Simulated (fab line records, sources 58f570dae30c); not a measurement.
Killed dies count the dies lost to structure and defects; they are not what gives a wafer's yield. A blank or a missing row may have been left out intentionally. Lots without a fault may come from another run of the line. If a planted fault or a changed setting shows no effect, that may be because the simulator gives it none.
A lot that was struck, set against a sound lot    flow berkeley cmos170    17 out of 331 route steps
Sound: these wafers, L270.2, L270.3, L270.5. Struck: wafer L276.2 (L276.1, L276.6, from the same lot, were not struck and are left out); the cause is given at the end.
Each step with rows lists, per side, the tool, then ch with its chambers, then its first start. Under that, the readings that differ: sound wafers    struck wafers    difference of the means    sigmas: that difference in standard deviations of wafers without a fault.
alike: readings with means less than 2 such deviations apart, plus words and numbers identical on both sides. not compared: withheld readings, readings lacking a value on some wafer, bounds such as >300 that could conceal the same value, and numbers that have no deviation in the record and whose values overlap.
Wherever a step has rows on one side only, a row that says differs or no value, or a row with sigmas, the two part there. Numbers that have no deviation but don't overlap get no sigmas and don't part them. Lack of a reading on every wafer of one side parts them only where that side has two or more wafers.

first, 3 steps without rows for these wafers: UCB170_BACKSIDE_HMDS_00 (prime time 60 s); UCB170_BACKSIDE_COAT_01 (resist thk 900 nm); UCB170_BACKSIDE_SOFTBAKE_02 (time 60 s).
UCB170_BACKSIDE_STRIP_03: strips in O2.
  sound on plasma asher-03 ch 0,1, day 10 09:28; struck on plasma asher-03 ch 1, day 12 06:30
  alike: drypump motor current A, oes product au, strip time to endpoint s
  not compared: rf hours counter h
then, 1 step without rows for these wafers: UCB170_BACKSIDE_CLEAN_04 (cleans in SPM, time 600 s).
UCB170_SDANNEAL_RTA_00: time 10 s.
  sound on rtp anneal-01 ch 0, day 10 09:45; struck on rtp anneal-01 ch 0, day 12 06:46
  alike: lamp power pct, wafer_temp_C_max
UCB170_SDANNEAL_RTA_01: time 5 s.
  sound on rtp anneal-01 ch 0, day 10 09:49; struck on rtp anneal-01 ch 0, day 12 06:50
  alike: lamp power pct, wafer_temp_C_max
UCB170_SDANNEAL_RS_MEAS_02: a four-point-probe measurement.
  sound: film metro-01 at day 10 09:54; struck: film metro-01 at day 12 06:54
  alike: PSD_RS
UCB170_SDANNEAL_RS_MEAS_03: a four-point-probe measurement.
  sound: film metro-01 at day 10 10:01; struck: film metro-01 at day 12 07:01
  alike: NSD_RS
UCB170_SDANNEAL_RS_MEAS_04: a four-point-probe measurement.
  sound: film metro-01 at day 10 10:08; struck: film metro-01 at day 12 07:08
  alike: PLDD_RS
UCB170_SDANNEAL_RS_MEAS_05: a four-point-probe measurement.
  sound: film metro-01 at day 10 10:16; struck: film metro-01 at day 12 07:16
reading           sound              struck  difference  sigmas
NLDD_RS (ohm/sq)  618.1 617.0 617.3  613.1   -4.4        -3
then, 1 step without rows for these wafers: UCB170_SILICIDE_PRE_CLEAN_00 (preclean etch time 60 s).
UCB170_SILICIDE_SPUTTER_01: material Ti, target thk 30 nm, time 25 s.
  sound: pvd sputter-03 at day 10 10:26; struck: pvd sputter-02 at day 12 07:26
reading                                      sound             struck  difference  sigmas
model.Ti_of_SILICIDE_SPUTTER_01.thk nm (nm)  30.38 30.87 30.3  20.72   -9.80       
  alike: throttle valve pct
UCB170_SILICIDE_RS_MEAS_02: a four-point-probe measurement.
  sound: film metro-04 at day 10 10:29; struck: film metro-03 at day 12 07:46
reading                  sound           struck  difference  sigmas
SILICIDE_TI_RS (ohm/sq)  25.7 25.2 25.8  41.1    +15.5       +41
  not compared: hold
UCB170_SILICIDE_THK_MEAS_03: measures by xrf.
  sound: film metro-04 at day 10 10:35; struck: film metro-03 at day 12 09:37
reading               sound           struck  difference  sigmas
SILICIDE_TI_THK (nm)  30.1 30.6 30.1  20.6    -9.7        -25
  not compared: hold
UCB170_SILICIDE_RTA_04: time 15 s.
  sound on rtp anneal-01 ch 0, day 10 10:39; struck on rtp anneal-01 ch 0, day 12 11:10
reading  sound  struck                    difference                    sigmas
hold     - - -  await dispo/1.5h/release  no value on the sound wafers  
  alike: lamp power pct, wafer_temp_C_max
UCB170_M3_PROBE_99:
  only the struck wafers here have rows in the record (prober-02, day 14 07:20); the sound ones have none

## WHERE THEY PART
Earliest at UCB170_SDANNEAL_RS_MEAS_05; latest, in this record, at UCB170_M3_PROBE_99.

WHY: the cause the simulator had injected
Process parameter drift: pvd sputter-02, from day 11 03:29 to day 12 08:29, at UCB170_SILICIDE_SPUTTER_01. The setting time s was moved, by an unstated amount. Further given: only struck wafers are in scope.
